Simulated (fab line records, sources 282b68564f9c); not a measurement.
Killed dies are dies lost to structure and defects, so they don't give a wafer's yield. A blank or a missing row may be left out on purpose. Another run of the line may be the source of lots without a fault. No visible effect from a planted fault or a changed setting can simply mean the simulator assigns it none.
fab line records -- flow ritCmos
record lots=6, wafers=18, lastDay=7
route steps=202 shown CONTACT@176 M1@184
lots that met no fault: taken from a fault-free run of the same line
startH: hours from the record's first day to the start of the lot's first wafer shown -- waitH: hours from the lot's prior step to this one -- " as in the row above -- L1.1+2: several wafers, shown together as one row -- - no value, or no start was given -- * or withheld: withheld -- < > ~ a bound
route shown NAME@n: NAME is a module with steps in the file, n the number in the route of the first one -- usual: average and standard deviation across the fault-free wafers -- same: alike in all rows -- chamber/n: place in a boat -- sites: per-site readings -- _std_site: the standard deviation of these -- _edge_site: mean of outer sites minus mean of inner sites -- radiusMm: how far each site lies from the wafer's centre -- mask NAME#n: copy n -- behind: tool/chamber where the wafer was last shaped -- hold: cause of the lot's hold/its duration in hours/its outcome -- device: the n, p or np transistor that did not switch -- end of line: at the end of the route, the tests of the same wafers -- a step without rows: its recipe alone -- killed: dies lost to structure and defects at the first sort, not the wafer's yield -- map: a wafer's dies, marking killed ones x, the rest . and places with no die _
set.NAME: setting as actually run; set.NAME@STEP: the setting as run at that earlier step -- model.NAME: the simulator's own value behind a step, which no gauge read
lots at selected steps of the route; one table per step, one row per wafer
services: the hour from which a tool's chamber was out of use, counted from the record's first day as startH (under 0 if before that day), plus the number of hours and why
## steps
# step RIT_CONTACT_CD_MEAS_08
# recipe targetCdNm=1000
# usual cdNm=999.5/1.6
lot.wafer,tool,chamber,startH,waitH,cdNm
L149.2,cdSem-01,-,81.70,-,999.8
L149.3,cdSem-01,-,81.70,-,997.4
L149.5,cdSem-01,-,81.70,-,997.5
L150.1,cdSem-01,-,85.17,-,997.9
L150.2,cdSem-01,-,85.17,-,997.4
L150.4,cdSem-01,-,85.17,-,997.5
L155.2,cdSem-01,-,112.52,-,1000.9
L155.3,cdSem-01,-,112.52,-,1000.2
L155.5,cdSem-01,-,112.52,-,1001.8
L156.1,cdSem-02,-,116.47,-,1000.1
L156.2,cdSem-02,-,116.47,-,1000.6
L156.6,cdSem-02,-,116.47,-,1001.0
L157.1,cdSem-02,-,118.39,-,1001.8
L157.3,cdSem-02,-,118.39,-,1002.6
L157.6,cdSem-02,-,118.39,-,1003.5
L166.3,cdSem-01,-,166.24,-,999.8
L166.4,cdSem-01,-,166.24,-,1000.2
L166.6,cdSem-01,-,166.24,-,999.7
# step RIT_CONTACT_OVL_MEAS_09
# usual CONTACT_OVL=-0.8/1.7
lot.wafer,tool,chamber,startH,waitH,CONTACT_OVL[nm]
L149.2,overlay-02,-,81.81,0.1,-1.4
L149.3,overlay-02,-,81.81,0.1,-0.1
L149.5,overlay-02,-,81.81,0.1,-2.2
L150.1,overlay-01,-,85.29,0.1,-2.5
L150.2,overlay-01,-,85.29,0.1,-4.4
L150.4,overlay-01,-,85.29,0.1,-1.2
L155.2,overlay-01,-,112.63,0.1,-0.6
L155.3,overlay-01,-,112.63,0.1,-0.3
L155.5,overlay-01,-,112.63,0.1,-0.3
L156.1,overlay-01,-,116.59,0.1,-0.1
L156.2,overlay-01,-,116.59,0.1,-0.4
L156.6,overlay-01,-,116.59,0.1,-2.2
L157.1,overlay-02,-,118.51,0.1,-1.0
L157.3,overlay-02,-,118.51,0.1,-2.4
L157.6,overlay-02,-,118.51,0.1,-2.4
L166.3,overlay-02,-,166.33,0.1,1.6
L166.4,overlay-02,-,166.33,0.1,0.8
L166.6,overlay-02,-,166.33,0.1,1.8
# step RIT_CONTACT_HARDBAKE_10
# recipe resist=NOVOLAK, tempC=140, timeS=60
# step RIT_CONTACT_ETCH_11
# recipe targetDepthA=4800, overEtchFrac=0.2, stopOn=TiSi2, chemistry=CHF3/CF4/Ar, target=SiO2, CHF3_flow_sccm=50, cf4FlowSccm=10, Ar_flow_sccm=100, O2_flow_sccm=5, pressureMtorr=100, rfW=200, timeS=320
# usual CHF3_flow_sccm=49.99/0.15, drypumpMotorCurrentA=5.8/0.5, oesProductAu=0.989/0.012, rfFwdPowerW=199.5/0.64, throttleValvePct=8.87/0.19
lot.wafer,tool,chamber,startH,waitH,CHF3_flow_sccm,drypumpMotorCurrentA,oesProductAu,rfFwdPowerW,rfHoursCounterH,throttleValvePct
L149.2,rieDiel-01,1,81.99,0.1,49.58,6.3,0.978,199.9,47,8.96
L149.3,rieDiel-01,0,81.99,0.1,49.88,5.3,0.991,199.1,4,8.82
L149.5,rieDiel-01,1,81.99,0.1,49.73,6.3,0.982,199.3,-,8.94
L150.1,rieDiel-02,3,85.48,0.1,50.07,5.2,0.977,199.1,72,9.11
L150.2,rieDiel-02,0,85.48,0.1,49.99,6.3,0.984,199.3,168,8.66
L150.4,rieDiel-02,1,85.48,0.1,50.08,6.6,1.011,199.3,-,9.07
L155.2,rieDiel-02,2,112.81,0.1,49.85,6.3,0.977,199.9,4,8.59
L155.3,rieDiel-02,1,112.81,0.1,49.92,6.6,1.007,199.5,121,9.06
L155.5,rieDiel-02,0,112.81,0.1,49.86,6.3,0.978,199.7,-,8.67
L156.1,rieDiel-01,1,116.78,0.1,50.08,6.3,0.971,198.1,48,8.93
L156.2,rieDiel-01,2,116.78,0.1,50.07,5.5,0.980,199.6,23,9.13
L156.6,rieDiel-01,3,116.78,0.1,49.90,5.4,1.007,200.8,-,8.63
L157.1,rieDiel-04,1,118.72,0.1,50.25,6.7,0.984,200.5,7,8.89
L157.3,rieDiel-04,3,118.72,0.1,50.05,6.1,0.990,198.3,28,8.73
L157.6,rieDiel-04,1,118.72,0.1,49.96,6.7,0.981,199.7,-,8.88
L166.3,rieDiel-01,1,166.50,0.1,49.84,6.3,0.977,199.2,49,8.96
L166.4,rieDiel-01,1,166.50,0.1,49.85,6.3,0.978,199.2,-,8.95
L166.6,rieDiel-01,3,166.50,0.1,49.93,5.4,1.012,200.7,-,8.63
# step RIT_CONTACT_STRIP_12
# recipe chemistry=O2, timeS=180, resist=NOVOLAK, platenTempC=withheld, powerW=500, pressureMtorr=4000, o2FlowSccm=4000
# usual drypumpMotorCurrentA=5.9/0.48
lot.wafer,tool,chamber,startH,waitH,drypumpMotorCurrentA,rfHoursCounterH
L149.2,plasmaAsher-02,0,82.18,0.1,6.6,43
L149.3,plasmaAsher-02,1,82.18,0.1,5.7,-
L149.5,plasmaAsher-02,0,82.18,0.1,6.6,-
L150.1,plasmaAsher-01,1,85.67,0.1,6.2,29
L150.2,plasmaAsher-01,0,85.67,0.1,5.9,29
L150.4,plasmaAsher-01,1,85.67,0.1,6.3,-
L155.2,plasmaAsher-02,0,113.00,0.1,6.6,46
L155.3,plasmaAsher-02,0,113.00,0.1,6.6,-
L155.5,plasmaAsher-02,0,113.00,0.1,6.6,-
L156.1,plasmaAsher-02,0,116.97,0.1,6.6,47
L156.2,plasmaAsher-02,1,116.97,0.1,5.7,47
L156.6,plasmaAsher-02,0,116.97,0.1,6.6,-
L157.1,plasmaAsher-01,0,118.92,0.1,5.8,33
L157.3,plasmaAsher-01,1,118.92,0.1,6.3,-
L157.6,plasmaAsher-01,0,118.92,0.1,5.8,-
L166.3,plasmaAsher-01,0,166.76,0.2,5.8,-
L166.4,plasmaAsher-01,1,166.76,0.2,6.2,-
L166.6,plasmaAsher-01,0,166.76,0.2,5.8,-
# step RIT_CONTACT_CD_MEAS_90
# recipe targetCdNm=1000
# usual cdNm=999.6/1.6
lot.wafer,tool,chamber,startH,waitH,cdNm
L149.2,cdSem-02,-,82.38,0.1,999.8
L149.3,cdSem-02,-,82.38,0.1,997.2
L149.5,cdSem-02,-,82.38,0.1,997.4
L150.1,cdSem-02,-,85.85,0.1,997.6
L150.2,cdSem-02,-,85.85,0.1,997.3
L150.4,cdSem-02,-,85.85,0.1,997.4
L155.2,cdSem-01,-,113.20,0.1,1000.6
L155.3,cdSem-01,-,113.20,0.1,1000.3
L155.5,cdSem-01,-,113.20,0.1,1001.5
L156.1,cdSem-01,-,117.15,0.1,1000.0
L156.2,cdSem-01,-,117.15,0.1,1000.2
L156.6,cdSem-01,-,117.15,0.1,1001.0
L157.1,cdSem-01,-,119.09,0.1,1001.6
L157.3,cdSem-01,-,119.09,0.1,1002.6
L157.6,cdSem-01,-,119.09,0.1,1003.3
L166.3,cdSem-02,-,166.91,0.1,999.9
L166.4,cdSem-02,-,166.91,0.1,1000.5
L166.6,cdSem-02,-,166.91,0.1,1000.2
# step RIT_CONTACT_CLEAN_13
# recipe chemistry=SC1, mix=3:3:50, timeS=600, tempC=75
# step RIT_CONTACT_CLEAN_14
# recipe chemistry=SC2, mix=3:3:50, timeS=600, tempC=75, dry=n2Spin
# step RIT_M1_SPUTTER_00
# recipe material=Al, targetThkNm=400, powerW=2000, chamberPressurePa=0.4, gas=Ar, timeS=500, substrateTempC=25
# usual throttleValvePct=30.1/1.3
lot.wafer,tool,chamber,startH,waitH,throttleValvePct
L149.2,pvdSputter-02,-,82.84,0.0,28.1
L149.3,pvdSputter-02,-,82.84,0.0,29.9
L149.5,pvdSputter-02,-,82.84,0.0,30.2
L150.1,pvdSputter-01,-,86.32,0.0,29.6
L150.2,pvdSputter-01,-,86.32,0.0,30.3
L150.4,pvdSputter-01,-,86.32,0.0,29.3
L155.2,pvdSputter-02,-,113.66,0.0,29.7
L155.3,pvdSputter-02,-,113.66,0.0,28.0
L155.5,pvdSputter-02,-,113.66,0.0,27.7
L156.1,pvdSputter-03,-,117.65,0.0,31.2
L156.2,pvdSputter-03,-,117.65,0.0,31.8
L156.6,pvdSputter-03,-,117.65,0.0,31.7
L157.1,pvdSputter-02,-,119.56,0.0,32.7
L157.3,pvdSputter-02,-,119.56,0.0,28.0
L157.6,pvdSputter-02,-,119.56,0.0,29.3
L166.3,pvdSputter-02,-,167.36,0.0,32.5
L166.4,pvdSputter-02,-,167.36,0.0,29.7
L166.6,pvdSputter-02,-,167.36,0.0,30.0
# step RIT_M1_RS_MEAS_01
# recipe thkMeasGauge=four-point-probe, reads=Al_of_M1_SPUTTER_00
# usual M1_AL_RS=0.0737/0.00076
lot.wafer,tool,chamber,startH,waitH,M1_AL_RS[ohm/sq]
L149.2,filmMetro-03,-,83.16,0.2,0.0745
L149.3,filmMetro-03,-,83.16,0.2,0.0744
L149.5,filmMetro-03,-,83.16,0.2,0.0752
L150.1,filmMetro-04,-,86.61,0.1,0.0727
L150.2,filmMetro-04,-,86.61,0.1,0.0729
L150.4,filmMetro-04,-,86.61,0.1,0.0732
L155.2,filmMetro-04,-,113.98,0.2,0.0731
L155.3,filmMetro-04,-,113.98,0.2,0.0737
L155.5,filmMetro-04,-,113.98,0.2,0.0736
L156.1,filmMetro-02,-,117.94,0.1,0.0737
L156.2,filmMetro-02,-,117.94,0.1,0.0742
L156.6,filmMetro-02,-,117.94,0.1,0.0746
L157.1,filmMetro-04,-,119.86,0.1,0.0740
L157.3,filmMetro-04,-,119.86,0.1,0.0744
L157.6,filmMetro-04,-,119.86,0.1,0.0746
L166.3,filmMetro-03,-,167.69,0.2,0.0740
L166.4,filmMetro-03,-,167.69,0.2,0.0738
L166.6,filmMetro-03,-,167.69,0.2,0.0742
# step RIT_M1_THK_MEAS_02
# recipe thkMeasGauge=xrf, reads=Al_of_M1_SPUTTER_00
# usual M1_AL_THK=394/4.6
lot.wafer,tool,chamber,startH,waitH,M1_AL_THK[nm]
L149.2,filmMetro-03,-,83.27,0.1,391
L149.3,filmMetro-03,-,83.27,0.1,394
L149.5,filmMetro-03,-,83.27,0.1,387
L150.1,filmMetro-04,-,86.73,0.1,399
L150.2,filmMetro-04,-,86.73,0.1,396
L150.4,filmMetro-04,-,86.73,0.1,395
L155.2,filmMetro-04,-,114.09,0.1,392
L155.3,filmMetro-04,-,114.09,0.1,389
L155.5,filmMetro-04,-,114.09,0.1,393
L156.1,filmMetro-02,-,118.06,0.1,394
L156.2,filmMetro-02,-,118.06,0.1,389
L156.6,filmMetro-02,-,118.06,0.1,388
L157.1,filmMetro-04,-,119.98,0.1,387
L157.3,filmMetro-04,-,119.98,0.1,388
L157.6,filmMetro-04,-,119.98,0.1,386
L166.3,filmMetro-03,-,167.79,0.1,393
L166.4,filmMetro-03,-,167.79,0.1,394
L166.6,filmMetro-03,-,167.79,0.1,391
# step RIT_M1_HMDS_03
# recipe primeTimeS=60, primeTempC=140
# step RIT_M1_COAT_04
# recipe resist=NOVOLAK, spinRpm=2000, resistThkNm=1300
# usual chillPlateTempC=22.98/0.1, dispensePressureKPa=48.2/1.5, exhaustPa=45.0/0.84
lot.wafer,tool,chamber,startH,waitH,chillPlateTempC,dispensePressureKPa,exhaustPa
L149.2,lithoTrack-01,0,83.49,0.1,22.90,50.3,44.9
L149.3,lithoTrack-01,0,83.49,0.1,23.01,50.4,45.7
L149.5,lithoTrack-01,0,83.49,0.1,22.95,50.3,44.8
L150.1,lithoTrack-03,0,86.94,0.1,22.98,46.7,45.0
L150.2,lithoTrack-03,0,86.94,0.1,22.87,46.6,44.6
L150.4,lithoTrack-03,0,86.94,0.1,22.99,46.7,44.9
L155.2,lithoTrack-02,-,114.31,0.1,-,-,-
L155.3,lithoTrack-02,-,114.31,0.1,-,-,-
L155.5,lithoTrack-02,-,114.31,0.1,-,-,-
L156.1,lithoTrack-01,-,118.27,0.1,-,-,-
L156.2,lithoTrack-01,-,118.27,0.1,-,-,-
L156.6,lithoTrack-01,-,118.27,0.1,-,-,-
L157.1,lithoTrack-03,0,120.19,0.1,22.96,46.6,43.7
L157.3,lithoTrack-03,0,120.19,0.1,22.98,46.7,44.4
L157.6,lithoTrack-03,0,120.19,0.1,23.05,46.6,44.7
L166.3,lithoTrack-03,0,168.20,0.1,22.87,46.7,46.1
L166.4,lithoTrack-03,0,168.20,0.1,22.99,46.7,45.7
L166.6,lithoTrack-03,0,168.20,0.1,22.73,46.7,44.1
# step RIT_M1_SOFTBAKE_05
# recipe resist=NOVOLAK, tempC=90, timeS=60
# step RIT_M1_EXPOSE_06
# recipe maskId=M12, na=0.6, sourceShape=conventional, sigmaOuter=0.5, targetCdNm=2600, doseMj=250
# step RIT_M1_PEB_07
# recipe resist=NOVOLAK, tempC=withheld, timeS=withheld
# step RIT_M1_DEVELOP_08
# recipe resist=NOVOLAK, developTimeS=68, devTempC=23
# step RIT_M1_CD_MEAS_09
# recipe targetCdNm=2600
# usual cdNm=2599.3/2.8
lot.wafer,tool,chamber,startH,waitH,cdNm
L149.2,cdSem-01,-,84.34,-,2605.7
L149.3,cdSem-01,-,84.34,-,2602.8
L149.5,cdSem-01,-,84.34,-,2601.4
L150.1,cdSem-02,-,87.67,-,2600.0
L150.2,cdSem-02,-,87.67,-,2601.4
L150.4,cdSem-02,-,87.67,-,2598.8
L155.2,cdSem-02,-,115.26,-,-
L155.3,cdSem-02,-,115.26,-,-
L155.5,cdSem-02,-,115.26,-,-
L156.1,cdSem-02,-,119.13,-,-
L156.2,cdSem-02,-,119.13,-,-
L156.6,cdSem-02,-,119.13,-,-
L157.1,cdSem-02,-,120.92,-,2600.8
L157.3,cdSem-02,-,120.92,-,2601.3
L157.6,cdSem-02,-,120.92,-,2602.0
L166.3,cdSem-01,-,168.92,-,2600.7
L166.4,cdSem-01,-,168.92,-,2601.0
L166.6,cdSem-01,-,168.92,-,2600.8
# step RIT_M1_OVL_MEAS_10
# usual M1_OVL=-0.1/1.3
lot.wafer,tool,chamber,startH,waitH,M1_OVL[nm]
L149.2,overlay-02,-,84.45,0.1,0.6
L149.3,overlay-02,-,84.45,0.1,0.2
L149.5,overlay-02,-,84.45,0.1,0.8
L150.1,overlay-01,-,87.79,0.1,0.1
L150.2,overlay-01,-,87.79,0.1,-2.3
L150.4,overlay-01,-,87.79,0.1,-0.8
L155.2,overlay-01,-,115.37,0.1,-
L155.3,overlay-01,-,115.37,0.1,-
L155.5,overlay-01,-,115.37,0.1,-
L156.1,overlay-01,-,119.25,0.1,-
L156.2,overlay-01,-,119.25,0.1,-
L156.6,overlay-01,-,119.25,0.1,-
L157.1,overlay-01,-,121.04,0.1,-1.0
L157.3,overlay-01,-,121.04,0.1,0.3
L157.6,overlay-01,-,121.04,0.1,-0.7
L166.3,overlay-02,-,169.01,0.1,-1.8
L166.4,overlay-02,-,169.01,0.1,-0.1
L166.6,overlay-02,-,169.01,0.1,0.1
# step RIT_M1_PROBE_99
# usual defectLimitedYield=97.3/1.1, killed_at_M0_to_M3=0.0/0.12, killedAtContacts=0.1/0.24, killedAtFrontEnd=7.1/3, killedDies=7.2/3, killedOnRim=1.9/1.4, killedOpen=3.7/2, killedShort=3.5/2, sort_bin_3_pad_short=0.1/0.2, sort_bin_5_function=1.6/0.73, sort_bin_6_memory=1.0/0.67, sortNPass=256.8/3, sortYieldPct=97.3/1.1
# same grossDies=264, killed_at_M4_up=0, killedAtBackSide=0, killedAtOther=0
lot.wafer,tool,chamber,startH,waitH,hold,defectLimitedYield[%],killed_at_M0_to_M3,killedAtContacts,killedAtFrontEnd,killedDies,killedOnRim,killedOpen,killedShort,sort_bin_3_pad_short[%],sort_bin_5_function[%],sort_bin_6_memory[%],sortNPass,sortYieldPct[%]
L149.2,prober-02,-,87.48,0.1,-,98.1,0,0,5,5,1,4,1,0,1.5,0.4,259.0,98.1
L149.3,prober-02,-,87.53,0.2,-,97.0,0,0,8,8,2,3,5,0,2.3,0.8,256.0,97.0
L149.5,prober-02,-,87.63,0.2,-,98.9,0,0,3,3,0,2,1,0,0.4,0.8,261.0,98.9
L150.1,prober-01,-,90.63,0.1,-,95.1,0,0,13,13,4,7,6,0,2.7,2.3,251.0,95.1
L150.2,prober-01,-,90.68,0.1,-,97.7,0,0,6,6,0,2,4,0.4,1.5,0.4,258.0,97.7
L150.4,prober-01,-,90.78,0.2,-,97.7,0,0,6,6,0,1,5,0.4,1.1,0.8,258.0,97.7
L155.2,prober-02,-,118.72,0.1,awaitDispo/3.5h/scrap,0,258,0,6,264,70,1,5,0,99.6,0.4,0,0
L155.3,prober-02,-,118.77,0.2,awaitDispo/3.5h/scrap,0,260,0,4,264,70,0,4,0,100.0,0,0,0
L155.5,prober-02,-,118.87,0.2,awaitDispo/3.5h/scrap,0,252,0,12,264,70,6,6,0.4,98.1,1.5,0,0
L156.1,prober-01,-,122.56,0.1,awaitDispo/1.9h/scrap,0,254,0,10,264,70,5,5,0,98.5,1.5,0,0
L156.2,prober-01,-,122.61,0.1,awaitDispo/1.9h/scrap,0,258,0,6,264,70,3,3,0.4,99.2,0.4,0,0
L156.6,prober-01,-,122.81,0.2,awaitDispo/1.9h/scrap,0,252,0,12,264,70,5,7,0.4,97.3,2.3,0,0
L157.1,prober-02,-,124.39,0.1,-,98.9,0,0,3,3,1,1,1,0,0.4,0.8,261.0,98.9
L157.3,prober-02,-,124.49,0.2,-,95.8,0,0,11,11,3,6,5,0.4,1.9,1.9,253.0,95.8
L157.6,prober-02,-,124.64,0.2,-,95.8,0,0,11,11,3,5,6,0.8,2.3,1.1,253.0,95.8
L166.3,prober-01,-,171.65,0.2,-,98.9,0,0,3,3,0,1,2,0.4,0.4,0.4,261.0,98.9
L166.4,prober-01,-,171.70,0.2,-,98.1,0,1,4,5,2,4,1,0,1.1,0.8,259.0,98.1
L166.6,prober-01,-,171.80,0.2,-,97.7,0,0,6,6,2,4,2,0,1.1,1.1,258.0,97.7
# killed by level:class
L149.2 GATE:geometricParticle:open=2 FOX2:geometricParticle:open=1 SPACER:geometricParticle:open=1 SPACER:geometricParticle:short=1
L149.3 GATE:geometricParticle:short=2 FOX1:geometricParticle:open=1 FOX1:geometricParticle:short=1 FOX2:geometricParticle:short=1 GATE:geometricParticle:open=1 REOX:geometricParticle:short=1 SILICIDE:geometricParticle:open=1
L149.5 FOX1:geometricParticle:short=1 GATE:geometricParticle:open=1 SPACER:geometricParticle:open=1
L150.1 FOX2:geometricParticle:open=3 GATE:geometricParticle:short=3 GATE:geometricParticle:open=2 REOX:geometricParticle:short=2 FOX1:geometricParticle:open=1 REOX:geometricParticle:open=1 SPACER:geometricParticle:short=1
L150.2 GATE:geometricParticle:short=2 FOX2:geometricParticle:short=1 SPACER:geometricParticle:open=1 SILICIDE:geometricParticle:open=1 SILICIDE:geometricParticle:short=1
L150.4 SPACER:geometricParticle:short=2 FOX2:geometricParticle:short=1 GATE:geometricParticle:short=1 SILICIDE:geometricParticle:open=1 SILICIDE:geometricParticle:short=1
L155.2 M1:areaExpose=258 REOX:geometricParticle:short=2 FOX1:geometricParticle:short=1 FOX2:geometricParticle:short=1 REOX:geometricParticle:open=1 SPACER:geometricParticle:short=1
L155.3 M1:areaExpose=260 SILICIDE:geometricParticle:short=2 GATE:geometricParticle:short=1 SPACER:geometricParticle:short=1
L155.5 M1:areaExpose=252 GATE:geometricParticle:open=3 GATE:geometricParticle:short=3 FOX1:geometricParticle:open=1 FOX2:geometricParticle:short=1 REOX:geometricParticle:short=1 REOX:geometricParticle:open=1 SPACER:geometricParticle:open=1
L156.1 M1:areaExpose=254 FOX2:geometricParticle:short=2 REOX:geometricParticle:open=2 REOX:geometricParticle:short=2 FOX2:geometricParticle:open=1 GATE:geometricParticle:short=1 GATE:geometricParticle:open=1 SPACER:geometricParticle:open=1
L156.2 M1:areaExpose=258 REOX:geometricParticle:open=2 GATE:geometricParticle:short=1 GATE:geometricParticle:open=1 REOX:geometricParticle:short=1 SILICIDE:geometricParticle:short=1
L156.6 M1:areaExpose=252 GATE:geometricParticle:open=4 GATE:geometricParticle:short=3 FOX2:geometricParticle:short=2 FOX1:geometricParticle:open=1 REOX:geometricParticle:short=1 SPACER:geometricParticle:short=1
L157.1 FOX1:geometricParticle:open=1 GATE:geometricParticle:short=1 GATE:coatMicrobubblePrinted=1
L157.3 REOX:geometricParticle:short=3 GATE:geometricParticle:short=2 GATE:geometricParticle:open=2 ACTIVE:geometricParticle:open=1 FOX1:geometricParticle:open=1 REOX:geometricParticle:open=1 SILICIDE:geometricParticle:open=1
L157.6 GATE:geometricParticle:open=4 REOX:geometricParticle:short=4 FOX2:geometricParticle:short=1 GATE:geometricParticle:short=1 REOX:geometricParticle:open=1
L166.3 FOX2:geometricParticle:open=1 GATE:geometricParticle:short=1 SPACER:geometricParticle:short=1
L166.4 GATE:geometricParticle:open=2 FOX1:geometricParticle:open=1 SILICIDE:geometricParticle:open=1 CONTACT:geometricParticle:short=1
L166.6 GATE:geometricParticle:open=2 FOX1:geometricParticle:open=1 GATE:geometricParticle:short=1 REOX:geometricParticle:short=1 SPACER:geometricParticle:open=1
# map L155.2 (x killed, . not)
________xxxxxxx_______
_____xxxxxxxxxxxxx____
____xxxxxxxxxxxxxxx___
___xxxxxxxxxxxxxxxxx__
__xxxxxxxxxxxxxxxxxxx_
__xxxxxxxxxxxxxxxxxxx_
_xxxxxxxxxxxxxxxxxxxxx
_xxxxxxxxxxxxxxxxxxxxx
_xxxxxxxxxxxxxxxxxxxxx
_xxxxxxxxxxxxxxxxxxxxx
__xxxxxxxxxxxxxxxxxxx_
__xxxxxxxxxxxxxxxxxxx_
___xxxxxxxxxxxxxxxxx__
____xxxxxxxxxxxxxxx___
_____xxxxxxxxxxxxx____
________xxxxxxx_______
# map L156.1 (x killed, . not)
________xxxxxxx_______
_____xxxxxxxxxxxxx____
____xxxxxxxxxxxxxxx___
___xxxxxxxxxxxxxxxxx__
__xxxxxxxxxxxxxxxxxxx_
__xxxxxxxxxxxxxxxxxxx_
_xxxxxxxxxxxxxxxxxxxxx
_xxxxxxxxxxxxxxxxxxxxx
_xxxxxxxxxxxxxxxxxxxxx
_xxxxxxxxxxxxxxxxxxxxx
__xxxxxxxxxxxxxxxxxxx_
__xxxxxxxxxxxxxxxxxxx_
___xxxxxxxxxxxxxxxxx__
____xxxxxxxxxxxxxxx___
_____xxxxxxxxxxxxx____
________xxxxxxx_______
## services
tool,chamber,startH,hours,kind
rieDiel-01,-,64.93,14.6,pm
rieDiel-02,1,71.90,7.7,repair
rieDiel-02,0,75.18,1.3,repair
rieDiel-04,2,82.42,-,clean
rieDiel-04,2,82.42,12.5,scheduledDown
rieDiel-04,2,82.42,12.5,ventCycle
pvdSputter-02,-,85.74,2.0,repair
rieDiel-02,0,87.15,-,clean
rieDiel-02,0,87.15,15.4,scheduledDown
rieDiel-02,0,87.15,15.4,ventCycle
rieDiel-02,3,87.56,9.3,repair
rieDiel-04,-,144.67,1.0,repair
rieDiel-02,-,149.96,2.8,pm
pvdSputter-01,-,152.01,19.6,repair
pvdSputter-02,-,154.25,9.3,repair
rieDiel-01,2,165.78,1.7,repair
## key
firstSign step=RIT_M1_COAT_04, reading=toolRecord, direction=missing
effect step=RIT_M1_CD_MEAS_09, reading=cdNm, direction=missing
effect step=RIT_M1_OVL_MEAS_10, reading=M1_OVL, direction=missing
effect step=RIT_M1_PROBE_99, reading=killed_at_M0_to_M3, direction=up, sigmas=99+, usual=0.0, struck=255.7
moreKillsBornAt RIT_M1_EXPOSE_06@ilineStepper-01=770, RIT_M1_EXPOSE_06@ilineStepper-02=764
metAt RIT_M1_COAT_04
struckWafers L155.2,L155.3,L155.5,L156.1,L156.2,L156.6
laterRowsLeftOut L155.2,L155.3,L155.5,L156.1,L156.2,L156.6
onsetBetween 83.49 114.31
fault kind=skippedStepWhole, tool=lithoTrack-01,lithoTrack-02, chamber=-, onsetH=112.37, steps=RIT_M1_COAT_04, scope=struckLotsOnly
# laterRowsLeftOut: the simulator's readings of these wafers behind a module that went badly wrong aren't trusted and aren't shown, but for the sort
